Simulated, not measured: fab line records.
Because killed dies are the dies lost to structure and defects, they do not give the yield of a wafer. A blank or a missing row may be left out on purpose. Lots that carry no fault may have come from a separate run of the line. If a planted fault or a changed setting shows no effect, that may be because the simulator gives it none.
A sampling plan put to the test / flow rit-cmos / one fab line, 13 faults that these records tell of, each judged on the records of the lots that it struck; 1 more is left out, because the records don't allow judging it
The plan is the line's own looks: the steps of the route at which a gauge or an inspection reads the wafer and doesn't change it. A look can be judged if struck wafers have a number there and the file gives its usual mean and standard deviation on fault-free wafers. Caught: a look later than the fault's first step finds the struck wafers' mean 4 or more of those standard deviations (sigma) from the usual mean. On the tool: the same test on the tool's own readings at the fault's steps. If the struck wafers alone have a blank record, or they carry another recipe, that too counts as caught.

== THE FAULTS, as the simulator had put them in ==
1. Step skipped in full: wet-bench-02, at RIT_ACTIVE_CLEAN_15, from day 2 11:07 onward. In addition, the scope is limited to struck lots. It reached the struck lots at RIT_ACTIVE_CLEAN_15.
2. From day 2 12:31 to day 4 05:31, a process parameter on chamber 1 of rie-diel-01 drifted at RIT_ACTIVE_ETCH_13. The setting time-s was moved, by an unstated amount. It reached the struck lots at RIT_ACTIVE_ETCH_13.
3. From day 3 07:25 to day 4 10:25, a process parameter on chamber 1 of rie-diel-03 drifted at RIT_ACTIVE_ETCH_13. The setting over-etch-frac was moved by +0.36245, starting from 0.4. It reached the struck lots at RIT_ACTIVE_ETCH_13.
4. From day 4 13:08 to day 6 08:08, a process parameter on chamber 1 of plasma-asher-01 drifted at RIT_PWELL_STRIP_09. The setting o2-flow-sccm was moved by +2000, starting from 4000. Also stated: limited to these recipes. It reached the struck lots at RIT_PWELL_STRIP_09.
5. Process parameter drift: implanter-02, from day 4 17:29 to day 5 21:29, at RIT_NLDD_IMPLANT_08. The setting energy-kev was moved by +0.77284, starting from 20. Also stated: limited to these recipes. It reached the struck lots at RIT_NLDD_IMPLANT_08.
6. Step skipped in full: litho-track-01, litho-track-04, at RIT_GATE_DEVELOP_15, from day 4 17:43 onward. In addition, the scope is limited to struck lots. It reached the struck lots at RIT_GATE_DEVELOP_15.
7. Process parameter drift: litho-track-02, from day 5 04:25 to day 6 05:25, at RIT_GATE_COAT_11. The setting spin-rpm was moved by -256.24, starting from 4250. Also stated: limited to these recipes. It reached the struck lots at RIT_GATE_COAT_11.
8. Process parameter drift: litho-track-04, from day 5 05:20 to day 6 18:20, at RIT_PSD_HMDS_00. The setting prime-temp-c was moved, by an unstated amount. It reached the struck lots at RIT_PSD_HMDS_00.
9. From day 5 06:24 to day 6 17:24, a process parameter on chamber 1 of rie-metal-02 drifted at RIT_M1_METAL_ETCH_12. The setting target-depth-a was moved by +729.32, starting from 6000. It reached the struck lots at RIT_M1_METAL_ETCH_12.
10. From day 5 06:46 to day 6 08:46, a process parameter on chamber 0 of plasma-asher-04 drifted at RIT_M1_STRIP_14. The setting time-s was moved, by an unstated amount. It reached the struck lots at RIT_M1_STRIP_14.
11. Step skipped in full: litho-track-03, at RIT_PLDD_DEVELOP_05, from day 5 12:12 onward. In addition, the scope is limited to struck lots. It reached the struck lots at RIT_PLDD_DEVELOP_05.
12. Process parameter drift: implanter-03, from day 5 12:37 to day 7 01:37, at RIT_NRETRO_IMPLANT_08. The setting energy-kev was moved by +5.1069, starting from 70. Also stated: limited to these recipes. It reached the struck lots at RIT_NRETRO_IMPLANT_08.
13. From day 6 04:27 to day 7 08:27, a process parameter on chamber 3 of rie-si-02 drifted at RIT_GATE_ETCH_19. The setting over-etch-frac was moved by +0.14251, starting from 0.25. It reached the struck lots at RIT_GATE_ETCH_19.

== WHAT THE PLAN SAW ==
fault=1; on the tool itself=the tool's record is blank for the struck wafers; first look that catches it=no look after it can be judged; reading, sigma=-; median hours from its first step to that look=-; hours from the fault's start to the first struck lot there=-; judged looks passed uncaught=0
fault=2; on the tool itself=run-length-s -45 sigma; first look that catches it=no look after it can be judged; reading, sigma=-; median hours from its first step to that look=-; hours from the fault's start to the first struck lot there=-; judged looks passed uncaught=0
fault=3; on the tool itself=oes-product-au -4.7 sigma; first look that catches it=no look after it can be judged; reading, sigma=-; median hours from its first step to that look=-; hours from the fault's start to the first struck lot there=-; judged looks passed uncaught=0
fault=4; on the tool itself=o2-flow-sccm +99 or beyond sigma; first look that catches it=no look after it can be judged; reading, sigma=-; median hours from its first step to that look=-; hours from the fault's start to the first struck lot there=-; judged looks passed uncaught=0
fault=5; on the tool itself=beam-energy-keV +99 or beyond sigma; first look that catches it=no look after it can be judged; reading, sigma=-; median hours from its first step to that look=-; hours from the fault's start to the first struck lot there=-; judged looks passed uncaught=0
fault=6; on the tool itself=the tool's record is blank for the struck wafers; first look that catches it=no look after it can be judged; reading, sigma=-; median hours from its first step to that look=-; hours from the fault's start to the first struck lot there=-; judged looks passed uncaught=0
fault=7; on the tool itself=spin-speed-rpm -99 or beyond sigma; first look that catches it=no look after it can be judged; reading, sigma=-; median hours from its first step to that look=-; hours from the fault's start to the first struck lot there=-; judged looks passed uncaught=0
fault=8; on the tool itself=prime-temp-c +23 sigma; first look that catches it=no look after it can be judged; reading, sigma=-; median hours from its first step to that look=-; hours from the fault's start to the first struck lot there=-; judged looks passed uncaught=0
fault=9; on the tool itself=oes-product-au -4.0 sigma; first look that catches it=no look after it can be judged; reading, sigma=-; median hours from its first step to that look=-; hours from the fault's start to the first struck lot there=-; judged looks passed uncaught=0
fault=10; on the tool itself=run-length-s -22 sigma; first look that catches it=no look after it can be judged; reading, sigma=-; median hours from its first step to that look=-; hours from the fault's start to the first struck lot there=-; judged looks passed uncaught=0
fault=11; on the tool itself=the tool's record is blank for the struck wafers; first look that catches it=no look after it can be judged; reading, sigma=-; median hours from its first step to that look=-; hours from the fault's start to the first struck lot there=-; judged looks passed uncaught=0
fault=12; on the tool itself=beam-energy-keV +99 or beyond sigma; first look that catches it=no look after it can be judged; reading, sigma=-; median hours from its first step to that look=-; hours from the fault's start to the first struck lot there=-; judged looks passed uncaught=0
fault=13; on the tool itself=oes-product-au -4.5 sigma; first look that catches it=no look after it can be judged; reading, sigma=-; median hours from its first step to that look=-; hours from the fault's start to the first struck lot there=-; judged looks passed uncaught=0
A dash: the fault is not caught, or the number is missing from these records.

Caught at a look: 0 of 13. Caught on the tool: 13 of 13. By one or the other: 13 of 13.
Faults caught by the tool alone: 1, 2, 3, 4, 5, 6, 7, 8, 9, 10, 11, 12, 13.
